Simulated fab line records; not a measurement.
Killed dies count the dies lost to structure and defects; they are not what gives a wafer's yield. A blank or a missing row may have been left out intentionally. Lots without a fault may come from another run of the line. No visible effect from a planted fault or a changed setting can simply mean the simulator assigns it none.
The tool behind it: which one? :: flow rit_cmos :: Sampling: 13 lots, 39 wafers, 6 of 202 route steps

== WHAT EACH GAUGE READ, for each wafer ==
RIT_NWELL_OVL_MEAS_06.
lot: L162
measured: day 1 21:17
on: overlay-02
NWELL_OVL (nm): -2.4 -2.2 -2.8

lot: L164
measured: day 2 08:12
on: overlay-01
NWELL_OVL (nm): -1.0 0.7 -1.4

lot: L165
measured: day 2 13:40
on: overlay-01
NWELL_OVL (nm): -0.5 -1.5 -0.8

lot: L166
measured: day 2 22:52
on: overlay-01
NWELL_OVL (nm): -0.2 0.0 0.7

lot: L167
measured: day 3 02:14
on: overlay-02
NWELL_OVL (nm): -0.9 0.5 -0.5

lot: L168
measured: day 3 06:58
on: overlay-02
NWELL_OVL (nm): -1.9 -0.3 -3.0

lot: L169
measured: day 3 10:37
on: overlay-01
NWELL_OVL (nm): 0.4 -1.3 -1.3

lot: L170
measured: day 3 15:00
on: overlay-01
NWELL_OVL (nm): -1.9 -1.9 -1.0

lot: L171
measured: day 3 20:14
on: overlay-01
NWELL_OVL (nm): -2.4 -2.5 -2.6

lot: L173
measured: day 4 05:39
on: overlay-01
NWELL_OVL (nm): -2.5 -2.8 -1.2

lot: L174
measured: day 4 10:27
on: overlay-02
NWELL_OVL (nm): 0.0 -0.9 -0.6

lot: L180
measured: day 5 16:55
on: overlay-02
NWELL_OVL (nm): 0.3 -0.6 0.1

lot: L185
measured: day 6 18:20
on: overlay-02
NWELL_OVL (nm): -1.3 -0.5 -1.0

RIT_WELLDRIVE_RS_MEAS_01: uses a four-point probe to measure.
lot: L162
measured: day 2 05:16
on: film_metro-01
NWELL_RS (ohm/sq): 279.0 279.5 279.5

lot: L164
measured: day 2 17:04
on: film_metro-01
NWELL_RS (ohm/sq): 278.8 278.9 279.1

lot: L165
measured: day 2 23:52
on: film_metro-03
NWELL_RS (ohm/sq): 281.1 280.1 279.5

lot: L166
measured: day 3 06:19
on: film_metro-02
NWELL_RS (ohm/sq): 278.4 279.1 279.5

lot: L167
measured: day 3 12:08
on: film_metro-01
NWELL_RS (ohm/sq): 279.7 280.8 280.1

lot: L168
measured: day 3 15:31
on: film_metro-01
NWELL_RS (ohm/sq): 279.4 279.2 279.1

lot: L169
measured: day 3 19:25
on: film_metro-03
NWELL_RS (ohm/sq): 278.5 279.7 279.1

lot: L170
measured: day 4 00:26
on: film_metro-01
NWELL_RS (ohm/sq): 280.8 279.5 279.4

lot: L171
measured: day 4 05:10
on: film_metro-02
NWELL_RS (ohm/sq): 278.2 277.3 278.1

lot: L173
measured: day 4 13:53
on: film_metro-01
NWELL_RS (ohm/sq): 280.3 279.9 279.7

lot: L174
measured: day 4 17:49
on: film_metro-03
NWELL_RS (ohm/sq): 280.0 281.0 280.4

lot: L180
measured: day 6 01:05
on: film_metro-03
NWELL_RS (ohm/sq): 279.1 279.4 278.9

lot: L185
measured: day 7 02:05
on: film_metro-03
NWELL_RS (ohm/sq): 279.2 280.2 280.3

RIT_PSD_TW_MEAS_10.
lot: L162
measured: day 3 03:55
on: film_metro-04
PSD_TW: 3414 3418 3417

lot: L164
measured: day 3 17:27
on: film_metro-04
PSD_TW: 3415 3401 3410

lot: L165
measured: day 4 00:03
on: film_metro-02
PSD_TW: 3418 3416 3439

lot: L166
measured: day 4 04:14
on: film_metro-02
PSD_TW: 3404 3405 3407

lot: L167
measured: day 4 09:25
on: film_metro-02
PSD_TW: 3406 3403 3419

lot: L168
measured: day 4 12:50
on: film_metro-03
PSD_TW: 3404 3432 3389

lot: L169
measured: day 4 17:58
on: film_metro-02
PSD_TW: 3444 3420 3422

lot: L170
measured: day 5 02:08
on: film_metro-02
PSD_TW: 3438 3429 3438

lot: L171
measured: day 5 03:55
on: film_metro-02
PSD_TW: 3423 3421 3427

lot: L173
measured: day 5 15:20
on: film_metro-04
PSD_TW: 3433 3420 3439

lot: L174
measured: day 5 17:21
on: film_metro-04
PSD_TW: 3444 3421 3412

lot: L180
measured: day 6 23:41
on: film_metro-04
PSD_TW: 3448 3435 3431

lot: L185
measured: day 7 22:26
on: film_metro-03
PSD_TW: 3432 3422 3443

RIT_M1_RS_MEAS_01: uses a four-point probe to measure.
lot: L162
measured: day 3 08:03
on: film_metro-03
M1_AL_RS (ohm/sq): 0.0757 0.0755 0.0760

lot: L164
measured: day 3 21:37
on: film_metro-02
M1_AL_RS (ohm/sq): 0.0745 0.0747 0.0748

lot: L165
measured: day 4 04:12
on: film_metro-04
M1_AL_RS (ohm/sq): 0.0754 0.0754 0.0754

lot: L166
measured: day 4 08:14
on: film_metro-02
M1_AL_RS (ohm/sq): 0.0743 0.0750 0.0738

lot: L167
measured: day 4 13:32
on: film_metro-03
M1_AL_RS (ohm/sq): 0.0750 0.0752 0.0756

lot: L168
measured: day 4 16:59
on: film_metro-02
M1_AL_RS (ohm/sq): 0.0755 0.0751 0.0761

lot: L169
measured: day 4 22:03
on: film_metro-03
M1_AL_RS (ohm/sq): 0.0757 0.0751 0.0754

lot: L170
measured: day 5 06:10
on: film_metro-04
M1_AL_RS (ohm/sq): 0.0751 0.0739 0.0752

lot: L171
measured: day 5 08:07
on: film_metro-04
M1_AL_RS (ohm/sq): 0.0756 0.0756 0.0760

lot: L173
measured: day 5 19:29
on: film_metro-04
M1_AL_RS (ohm/sq): 0.0749 0.0737 0.0738

lot: L174
measured: day 5 21:28
on: film_metro-04
M1_AL_RS (ohm/sq): 0.0743 0.0734 0.0740

lot: L180
measured: day 7 03:41
on: film_metro-03
M1_AL_RS (ohm/sq): 0.0752 0.0757 0.1426 0.0755 0.0758 0.1429

lot: L185
measured: day 8 02:28
on: film_metro-04
M1_AL_RS (ohm/sq): 0.0762 0.0762 0.0766

RIT_M1_THK_MEAS_02: measures by xrf.
lot: L162
measured: day 3 08:10
on: film_metro-03
M1_AL_THK (nm): 386 387 384

lot: L164
measured: day 3 21:43
on: film_metro-02
M1_AL_THK (nm): 390 390 391

lot: L165
measured: day 4 04:19
on: film_metro-04
M1_AL_THK (nm): 386 384 384

lot: L166
measured: day 4 08:21
on: film_metro-02
M1_AL_THK (nm): 393 390 393

lot: L167
measured: day 4 13:40
on: film_metro-03
M1_AL_THK (nm): 390 388 389

lot: L168
measured: day 4 17:06
on: film_metro-02
M1_AL_THK (nm): 385 389 382

lot: L169
measured: day 4 22:10
on: film_metro-03
M1_AL_THK (nm): 387 393 390

lot: L170
measured: day 5 06:17
on: film_metro-04
M1_AL_THK (nm): 390 396 388

lot: L171
measured: day 5 08:14
on: film_metro-04
M1_AL_THK (nm): 386 383 382

lot: L173
measured: day 5 19:35
on: film_metro-04
M1_AL_THK (nm): 391 392 393

lot: L174
measured: day 5 21:35
on: film_metro-04
M1_AL_THK (nm): 392 399 394

lot: L180
measured: day 7 05:24
on: film_metro-03
M1_AL_THK (nm): 390 387 209 386 385 209

lot: L185
measured: day 8 02:35
on: film_metro-04
M1_AL_THK (nm): 381 382 379

== TOOL THAT RAN EACH LOT (tool first, then ch and the chambers of the sampled wafers, then the start) ==
lot: L162
RIT_M1_SPUTTER_00: pvd_sputter-02, day 3 07:46

lot: L164
RIT_M1_SPUTTER_00: pvd_sputter-02, day 3 21:17

lot: L165
RIT_M1_SPUTTER_00: pvd_sputter-01, day 4 03:54

lot: L166
RIT_M1_SPUTTER_00: pvd_sputter-02, day 4 07:56

lot: L167
RIT_M1_SPUTTER_00: pvd_sputter-01, day 4 13:15

lot: L168
RIT_M1_SPUTTER_00: pvd_sputter-02, day 4 16:41

lot: L169
RIT_M1_SPUTTER_00: pvd_sputter-01, day 4 21:44

lot: L170
RIT_M1_SPUTTER_00: pvd_sputter-04, day 5 05:52

lot: L171
RIT_M1_SPUTTER_00: pvd_sputter-01, day 5 07:48

lot: L173
RIT_M1_SPUTTER_00: pvd_sputter-01, day 5 19:10

lot: L174
RIT_M1_SPUTTER_00: pvd_sputter-02, day 5 21:11

lot: L180
RIT_M1_SPUTTER_00: pvd_sputter-01, day 7 03:23

lot: L185
RIT_M1_SPUTTER_00: pvd_sputter-04, day 8 02:09
- RIT_M1_SPUTTER_00: material Al, target thk 400 nm, time 500 s.

== WHAT THE TOOLS THEMSELVES READ (means of the sampled wafers that have a number; where no wafer has one, the mark that the record gives instead) ==
RIT_M1_SPUTTER_00.
lot: L162
tool: pvd_sputter-02
substrate_temp_c (C): 24.95
throttle_valve_pct (%): 30.2

lot: L164
tool: pvd_sputter-02
substrate_temp_c (C): 25.09
throttle_valve_pct (%): 29.3

lot: L165
tool: pvd_sputter-01
substrate_temp_c (C): 25.12
throttle_valve_pct (%): 29.8

lot: L166
tool: pvd_sputter-02
substrate_temp_c (C): 25.02
throttle_valve_pct (%): 28.9

lot: L167
tool: pvd_sputter-01
substrate_temp_c (C): 25.03
throttle_valve_pct (%): 29.4

lot: L168
tool: pvd_sputter-02
substrate_temp_c (C): 24.98
throttle_valve_pct (%): 29.2

lot: L169
tool: pvd_sputter-01
substrate_temp_c (C): 25.02
throttle_valve_pct (%): 30.7

lot: L170
tool: pvd_sputter-04
substrate_temp_c (C): 25.00
throttle_valve_pct (%): 30.1

lot: L171
tool: pvd_sputter-01
substrate_temp_c (C): 25.03
throttle_valve_pct (%): 28.4

lot: L173
tool: pvd_sputter-01
substrate_temp_c (C): 24.95
throttle_valve_pct (%): 29.2

lot: L174
tool: pvd_sputter-02
substrate_temp_c (C): 25.03
throttle_valve_pct (%): 29.2

lot: L180
tool: pvd_sputter-01
substrate_temp_c (C): 25.01
throttle_valve_pct (%): 29.8

lot: L185
tool: pvd_sputter-04
substrate_temp_c (C): 24.90
throttle_valve_pct (%): 29.8

== THE ANSWER, worked out from the rows above alone ==
Rule: usual is defined by the lots themselves. Put in order of their means at a reading, lots are off if they are a third of the lots or fewer, leave a main group of 4 or more, and stand apart from it by a gap of 3 or more times the standard deviation of the main group's means; of several such gaps the widest counts. A main group whose means are all the same, to the digits that the tables above print for the reading, isn't used. A lot without any number at a reading at which 4 lots or more have one is off too. All remaining lots with rows at the step are treated as sound. Order of review: gauges by route order, followed by the tools' own readings, for which a lot's mean as printed above is used. At the first step where some lot is off, the reading lying furthest off is the one used; lots without a number count as furthest.
Off: at RIT_M1_RS_MEAS_01 (M1_AL_RS), L180. The main group: mean 0.0751 ohm/sq, standard deviation 0.00071.
A tool fits if, at a process step before that reading, it ran every lot that is off, and no sound lot after the first of them. Those tools and the gauges at RIT_M1_RS_MEAS_01 are tried in the same way. Can't be told from this: 2 tools fit, pvd_sputter-01 at RIT_M1_SPUTTER_00, film_metro-03 at RIT_M1_RS_MEAS_01.

== WHAT WAS PUT IN BY THE SIMULATOR ==
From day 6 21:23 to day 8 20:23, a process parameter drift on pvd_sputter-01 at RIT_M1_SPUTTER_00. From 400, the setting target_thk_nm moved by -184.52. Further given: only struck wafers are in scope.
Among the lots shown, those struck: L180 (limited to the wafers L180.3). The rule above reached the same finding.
